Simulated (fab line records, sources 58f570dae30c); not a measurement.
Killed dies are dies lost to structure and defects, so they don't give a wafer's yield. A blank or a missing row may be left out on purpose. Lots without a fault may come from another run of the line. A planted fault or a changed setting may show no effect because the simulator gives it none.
Which tool did it? | flow berkeley_cmos170 | 6 lots, 18 wafers sampled, at 2 steps of a route of 331

WHAT THE GAUGES READ, wafer by wafer
UCB170_V1_BOW_MEAS_03.
lot  | measured     | on            | V1_BOW (um)
L326 | day 7 08:43  | film_metro-03 | 8 21 26
L332 | day 8 06:20  | film_metro-01 | 17 17 20
L330 | day 8 17:44  | film_metro-01 | 24 22 19
L333 | day 8 17:41  | film_metro-03 | 25 17 26
L337 | day 9 15:02  | film_metro-03 | 23 32 30
L339 | day 11 00:02 | film_metro-02 | 26 21 20

WHICH TOOL RAN EACH LOT (tool, then ch and the chambers of the sampled wafers, then the start)
lot  | UCB170_M1_STRIP_13
L326 | plasma_asher-01 ch 0,1, day 7 04:32
L332 | plasma_asher-04 ch 0,1, day 8 02:02
L330 | plasma_asher-04 ch 0,1, day 8 11:53
L333 | plasma_asher-01 ch 0,1, day 8 12:23
L337 | plasma_asher-04 ch 0,1, day 9 08:44
L339 | plasma_asher-03 ch 0,1, day 10 19:11
- UCB170_M1_STRIP_13: strips in O2.

THE ANSWER, worked out from the rows above alone
Rule: what is usual is taken from the lots themselves. Put in order of their means at a reading, lots are off if they are a third of the lots or fewer, leave a main group of 4 or more, and stand apart from it by a gap of 3 or more times the standard deviation of the main group's means; of several such gaps the widest counts. A main group whose means are all the same, to the digits that the tables above print for the reading, isn't used. A lot without any number at a reading at which 4 lots or more have one is off too. The other lots that the step has rows for count as sound.
No lot is off at any reading shown: from this, nothing can be told.

WHAT THE SIMULATOR HAD PUT IN
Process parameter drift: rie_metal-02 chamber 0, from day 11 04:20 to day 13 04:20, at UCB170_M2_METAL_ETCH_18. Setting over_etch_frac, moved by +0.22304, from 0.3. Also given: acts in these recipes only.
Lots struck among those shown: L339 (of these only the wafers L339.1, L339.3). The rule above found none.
